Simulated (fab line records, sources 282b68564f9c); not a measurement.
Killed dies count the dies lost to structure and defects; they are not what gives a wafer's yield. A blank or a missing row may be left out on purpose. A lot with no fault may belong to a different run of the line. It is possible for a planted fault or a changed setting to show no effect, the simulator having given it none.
A lot that was struck, set against a sound lot | flow rit cmos | 18 out of 202 route steps
Sound: the wafers L448.2, L448.4, L448.5. Struck: wafers L452.1, L452.2, L452.6. The cause is given at the end.
Order at every step that has rows: each side's tool, ch and its chambers, its first start. Under that, the readings that differ: sound wafers | struck wafers | difference of the means | sigmas: that difference in standard deviations of wafers without a fault.
alike: same words and numbers on both sides, and readings whose means sit less than 2 such deviations apart. not compared: any withheld reading, any reading some wafer has no value for, any bound like >300 that may hide the same value, and any number with overlapping values for which the record gives no deviation.
Wherever a step has rows on one side only, a row that says differs or no value, or a row with sigmas, the two part there. Numbers that don't overlap but have no deviation are shown without sigmas and don't part them. A reading that every wafer of one side lacks parts them only if that side has two wafers or more.

first, 4 steps without rows for these wafers: RIT_NWELL_SOFTBAKE_02 (time 60 s); RIT_NWELL_EXPOSE_03 (exposes mask M2, target cd 43900 nm); RIT_NWELL_PEB_04; RIT_NWELL_DEVELOP_05 (develop time 68 s).
RIT_NWELL_OVL_MEAS_06:
  sound: overlay-01 at day 2 23:02; struck: overlay-02 at day 3 17:11
  alike: NWELL_OVL
then, 2 steps without rows for these wafers: RIT_NWELL_HARDBAKE_07 (time 120 s); RIT_NWELL_IMPLANT_08.
RIT_NWELL_STRIP_09: strips in O2, time 180 s.
  sound on plasma asher-04 ch 0, day 2 23:28; struck on plasma asher-02 ch 0,1, day 3 17:37
  alike: drypump motor current A
  not compared: rf hours counter h
RIT_NWELL_TW_MEAS_10:
  sound: film metro-01 at day 2 23:39; struck: film metro-02 at day 3 17:48
  alike: NWELL_TW
then, 3 steps without rows for these wafers: RIT_PWELL_HMDS_00 (prime time 60 s); RIT_PWELL_COAT_01 (resist thk 1300 nm); RIT_PWELL_SOFTBAKE_02 (time 60 s).
RIT_PWELL_EXPOSE_03: exposes mask M3, target cd 43700 nm.
  sound on iline stepper-02 ch 0, day 3 00:10; struck on iline stepper-02 ch 0, day 3 18:19
  reading                       | sound                | struck                        | difference | sigmas
  model.PWELL.overlay x nm (nm) | 0.8271 0.8271 0.8271 | 1.125e+04 1.125e+04 1.125e+04 | +1.125e+04 |
  alike: mask
then, 2 steps without rows for these wafers: RIT_PWELL_PEB_04; RIT_PWELL_DEVELOP_05 (develop time 68 s).
RIT_PWELL_OVL_MEAS_06:
  sound: overlay-02 at day 3 00:35; struck: overlay-02 at day 3 18:44
  reading        | sound       | struck | difference                    | sigmas
  PWELL_OVL (nm) | 1.0 0.0 0.0 | - - -  | no value on the struck wafers |
then, 1 step without rows for these wafers: RIT_PWELL_HARDBAKE_07 (time 120 s).
RIT_M1_PROBE_99:
  sound: prober-02 at day 4 11:29; struck: prober-02 at day 5 08:08
  reading                                 | sound             | struck            | difference | sigmas
  killed at front end                     | 7 6 15            | 264 264 264       | +255       | +85
  killed dies                             | 7 6 15            | 264 264 264       | +255       | +85
  killed on rim                           | 1 3 5             | 70 70 70          | +67        | +52
  model.etest.nmos_0p3.r on ohm um        | 2128 2132 2097    | 1506 1561 1513    | -592       |
  model.etest.nmos turned.drive ua um     | 339.3 336.4 337.7 | 636.4 615.9 627.2 | +288.7     |
  model.etest.nmos narrow.drive ua um     | 228.1 222.1 231.8 | 422.4 415.4 422.2 | +192.7     |
  model.etest.nmos_0p3.drive ua um        | 225.6 226.1 234.1 | 415.4 411.7 419.5 | +186.9     |
  model.etest.well edge right.line ohm um | 183.6 180.9 182.9 | 143.9 141.3 144.8 | -39.1      |
  model.etest.iso nwell nwell.short       | 0 0 0             | 1 1 1             | +1         |
  model.etest.ring.no ring                | 0 0 0             | 1 1 1             | +1         |
  model.etest.pmos narrow.short           | 0 0 0             | 1 1 1             | +1         |
  alike: killed_at_M0_to_M3, killed at contacts, killed open, killed short

== WHERE THEY PART ==
Earliest at RIT_PWELL_OVL_MEAS_06; latest, in this record, at RIT_M1_PROBE_99.

WHY: what the simulator had put in
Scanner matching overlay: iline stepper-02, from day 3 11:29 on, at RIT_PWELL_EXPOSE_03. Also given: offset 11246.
